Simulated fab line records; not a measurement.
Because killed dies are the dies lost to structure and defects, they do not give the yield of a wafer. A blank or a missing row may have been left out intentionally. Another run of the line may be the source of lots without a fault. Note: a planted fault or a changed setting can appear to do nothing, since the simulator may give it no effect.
A struck lot beside a sound one | flow berkeley_cmos170 | 18 out of 331 route steps
Sound: the wafers L836.1, L836.4, L836.6. The struck wafers were L856.2, L856.4, L856.5. At the end, the cause is stated.
For every step that has rows: the tool of each side, followed by ch and its chambers, followed by its first start. Under that, the readings that differ: sound wafers | struck wafers | difference of the means | sigmas: that difference in standard deviations of wafers without a fault.
alike: readings with means less than 2 such deviations apart, plus words and numbers identical on both sides. not compared: withheld readings, readings lacking a value on some wafer, bounds such as >300 that could conceal the same value, and numbers that have no deviation in the record and whose values overlap.
The two part at a step that has a row with sigmas, a row that says differs or no value, or rows on one side only. Numbers that have no deviation but don't overlap get no sigmas and don't part them. A reading missing from all wafers of one side parts the sides only when that side holds two or more wafers.

first, 2 steps without rows for these wafers: UCB170_SACOX_CLEAN_00 (cleans in dHF, time 7.5 s); UCB170_SACOX_OXIDATION_01 (target thk 14.4 nm, ox time 2400 s).
UCB170_SACOX_THK_MEAS_02:
  struck on film_metro-02, day 10 01:05; sound on film_metro-03, day 5 12:35
  alike: SACOX_OXIDE_THK
then, 2 steps without rows for these wafers: UCB170_SCREENOX_WET_ETCH_00 (etches SiO2 in dHF, time 200 s); UCB170_SCREENOX_OXIDATION_01 (target thk 14.4 nm, ox time 2400 s).
UCB170_SCREENOX_THK_MEAS_02:
  struck on film_metro-01, day 10 02:58; sound on film_metro-01, day 5 15:46
  alike: SCREENOX_OXIDE_THK
then, 6 steps without rows for these wafers: UCB170_SCREENOX_ANNEAL_03 (time 900 s); UCB170_NVT_HMDS_00 (prime time 60 s); UCB170_NVT_COAT_01 (resist thk 900 nm); UCB170_NVT_SOFTBAKE_02 (time 60 s); UCB170_NVT_EXPOSE_03 (exposes mask PWELL, target cd 3000 nm); UCB170_NVT_PEB_04.
UCB170_NVT_DEVELOP_05: develop time 45 s.
  sound on litho_track-03 ch 0, day 5 20:00; struck on litho_track-01 ch 0, day 10 06:00
UCB170_NVT_OVL_MEAS_06:
  struck on overlay-01, day 10 06:59; sound on overlay-01, day 5 20:44
  alike: NVT_OVL
following that, these wafers have no rows for 1 step: UCB170_NVT_IMPLANT_07.
UCB170_NVT_STRIP_08: strips in O2.
  sound on plasma_asher-03 ch 1, day 5 20:55; struck on plasma_asher-03 ch 0,1, day 10 07:10
  reading                      | sound             | struck            | difference | sigmas
  strip_time_to_endpoint_s (s) | 21.49 21.48 21.53 | 21.70 21.65 21.67 | +0.17      | +3
  alike: chamber_pressure_mTorr, drypump_motor_current_A, oes_product_au
  not compared: rf_hours_counter_h
UCB170_NVT_TW_MEAS_09:
  struck on film_metro-03, day 10 07:17; sound on film_metro-03, day 5 21:01
  reading | sound             | struck         | difference | sigmas
  NVT_TW  | 525.3 523.2 524.4 | 30.2 30.2 30.2 | -494.1     | -99 or more
then, 1 step without rows for these wafers: UCB170_NVT_CLEAN_10 (cleans in SPM, time 600 s).

WHERE THEY PART
First at UCB170_NVT_STRIP_08; last, within this record, at UCB170_NVT_TW_MEAS_09.

WHY: what had been put in by the simulator
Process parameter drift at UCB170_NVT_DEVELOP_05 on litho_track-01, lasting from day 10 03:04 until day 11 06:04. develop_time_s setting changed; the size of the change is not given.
